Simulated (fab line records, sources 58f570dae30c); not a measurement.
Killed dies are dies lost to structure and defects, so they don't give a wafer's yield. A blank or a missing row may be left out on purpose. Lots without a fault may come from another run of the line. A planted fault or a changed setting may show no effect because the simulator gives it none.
Which tool did it? | flow berkeley_cmos170 | 7 lots, 21 wafers sampled, at 2 steps of a route of 331

WHAT THE GAUGES READ, wafer by wafer
UCB170_PWELL_TW_MEAS_17.
lot  | measured    | on            | PWELL_TW
L543 | day 3 20:32 | film_metro-03 | 370 374 369
L544 | day 4 05:53 | film_metro-04 | 376 376 376
L550 | day 5 10:50 | film_metro-02 | 384 384 384
L552 | day 5 12:03 | film_metro-02 | 363 364 362
L558 | day 6 18:14 | film_metro-04 | 377 375 373
L561 | day 7 17:05 | film_metro-03 | 373 373 372
L562 | day 7 23:08 | film_metro-04 | 374 376 372

WHICH TOOL RAN EACH LOT (tool, then ch and the chambers of the sampled wafers, then the start)
lot  | UCB170_PWELL_IMPLANT_15
L543 | implanter-02 ch 0, day 3 20:19
L544 | implanter-02 ch 0, day 4 05:40
L550 | implanter-01 ch 0, day 5 10:35
L552 | implanter-03 ch 0, day 5 11:51
L558 | implanter-02 ch 0, day 6 17:59
L561 | implanter-02 ch 0, day 7 16:50
L562 | implanter-02 ch 0, day 7 22:53
- UCB170_PWELL_IMPLANT_15

THE ANSWER, worked out from the rows above alone
Rule: what is usual is taken from the lots themselves. Put in order of their means at a reading, lots are off if they are a third of the lots or fewer, leave a main group of 4 or more, and stand apart from it by a gap of 3 or more times the standard deviation of the main group's means; of several such gaps the widest counts. A main group whose means are all the same, to the digits that the tables above print for the reading, isn't used. A lot without any number at a reading at which 4 lots or more have one is off too. The other lots that the step has rows for count as sound.
No lot is off at any reading shown: from this, nothing can be told.

WHAT THE SIMULATOR HAD PUT IN
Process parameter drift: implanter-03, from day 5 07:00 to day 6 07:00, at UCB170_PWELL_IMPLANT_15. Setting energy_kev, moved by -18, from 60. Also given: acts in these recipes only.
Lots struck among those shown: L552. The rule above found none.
